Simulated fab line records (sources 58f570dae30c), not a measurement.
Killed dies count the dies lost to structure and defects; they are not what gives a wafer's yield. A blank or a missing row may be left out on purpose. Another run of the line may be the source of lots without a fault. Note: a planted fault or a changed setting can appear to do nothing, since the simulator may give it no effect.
2 desks, one fault || flow berkeley_cmos170 || each desk holds nothing but its own numbers, with what lay behind them at the end

## AT THE METROLOGY DESK
Means of the sampled wafers that have a number, per lot and without regard to the tool the lot ran on: this is what the gauges read. Marked OUT: a lot whose mean sits more than 4 standard deviations from the usual mean, which makes it out of limits; the brackets give that distance.
Columns: A = PFIELD_TW at UCB170_PFIELD_TW_MEAS_09, usual 600; B = PSD_RS at UCB170_SDANNEAL_RS_MEAS_02, usual 75.5 ohm/sq; C = NSD_RS at UCB170_SDANNEAL_RS_MEAS_03, usual 37.54 ohm/sq
{"lot": "L293", "first seen here": "day 5 06:50", "A": 592, "B": 75.2, "C": 37.54}
{"lot": "L294", "first seen here": "day 5 13:57", "A": 602, "B": 75.1, "C": 37.53}
{"lot": "L295", "first seen here": "day 5 14:12", "A": 600, "B": 75.8, "C": 37.60}
{"lot": "L296", "first seen here": "day 6 08:37", "A": 606, "B": 75.8, "C": 37.62}
{"lot": "L297", "first seen here": "day 6 08:55", "A": 602, "B": 75.6, "C": 37.51}
{"lot": "L298", "first seen here": "day 6 12:52", "A": 599, "B": 75.6, "C": 37.60}
{"lot": "L299", "first seen here": "day 6 21:59", "A": 606, "B": 75.5, "C": 37.44}
{"lot": "L301", "first seen here": "day 6 22:09", "A": 595, "B": 75.5, "C": 37.48}
{"lot": "L300", "first seen here": "day 6 22:16", "A": 600, "B": 74.8, "C": 37.57}
{"lot": "L302", "first seen here": "day 7 10:55", "A": 609, "B": 75.4, "C": 37.62}
{"lot": "L304", "first seen here": "day 7 18:06", "A": 609, "B": "72.0 (-11) OUT", "C": "36.81 (-9.0) OUT"}
{"lot": "L306", "first seen here": "day 8 07:32", "A": 600, "B": "71.6 (-12) OUT", "C": "36.63 (-11) OUT"}
{"lot": "L308", "first seen here": "day 8 07:33", "A": 606, "B": 75.6, "C": 37.52}
{"lot": "L309", "first seen here": "day 8 17:55", "A": 606, "B": "71.8 (-11) OUT", "C": "36.86 (-8.4) OUT"}
{"lot": "L313", "first seen here": "day 9 18:37", "A": 595, "B": 75.8, "C": 37.56}
This desk's finding: out of limits on L304, L306, L309; first on L304, day 10 18:25 (PSD_RS at UCB170_SDANNEAL_RS_MEAS_02). L293, L294, L295, L296, L297, L298, L299, L301, L300, L302, L308, L313 stayed within limits.

## FOR THE TOOL OWNER'S DESK: rtp_anneal-02
The tool's own readings at UCB170_SDANNEAL_RTA_01 (time 5 s): means of the sampled wafers that have a number, for each lot that ran on this tool. Marked OUT: a lot whose mean sits more than 4 standard deviations from the usual mean, which makes it out of limits; the brackets give that distance.
Columns: A = anneal_temp_c_max at UCB170_SDANNEAL_RTA_01, usual 1053.8; B = lamp_power_pct at UCB170_SDANNEAL_RTA_01, usual 39 %; C = wafer_temp_C_max at UCB170_SDANNEAL_RTA_01, usual 1055.3
{"lot": "L293", "first seen here": "day 8 06:37", "A": 1052.5, "B": 34, "C": 1057.5}
{"lot": "L294", "first seen here": "day 8 16:04", "A": 1052.2, "B": 34, "C": 1057.6}
{"lot": "L296", "first seen here": "day 9 02:13", "A": 1053.0, "B": 34, "C": 1055.9}
{"lot": "L300", "first seen here": "day 9 18:37", "A": 1052.0, "B": 34, "C": 1056.3}
{"lot": "L301", "first seen here": "day 9 19:29", "A": 1052.0, "B": 34, "C": 1056.0}
{"lot": "L302", "first seen here": "day 10 01:23", "A": 1052.4, "B": 34, "C": 1055.5}
{"lot": "L304", "first seen here": "day 10 18:21", "A": 1052.4, "B": 34, "C": 1057.6}
{"lot": "L306", "first seen here": "day 11 07:04", "A": 1052.8, "B": 34, "C": 1056.6}
{"lot": "L309", "first seen here": "day 11 18:24", "A": 1052.7, "B": 34, "C": 1056.7}
This desk's verdict: no lot among the 9 shows anything out of limits.

## BROUGHT TOGETHER
Metrology desk: alarm possible at day 10 18:25 on L304, L306, L309.
The desk of the tool owner found nothing out of limits.
The tool owner's desk has L304, L306, L309 on record, within its limits.
All the named lots went through UCB170_SDANNEAL_RTA_01 on rtp_anneal-02.

## WHAT HAD BEEN PUT IN BY THE SIMULATOR
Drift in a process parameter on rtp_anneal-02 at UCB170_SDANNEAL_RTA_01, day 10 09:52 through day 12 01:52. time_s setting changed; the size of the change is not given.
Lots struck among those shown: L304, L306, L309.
Hours from the fault's start to each desk's first reading out of limits: the metrology desk, 9.
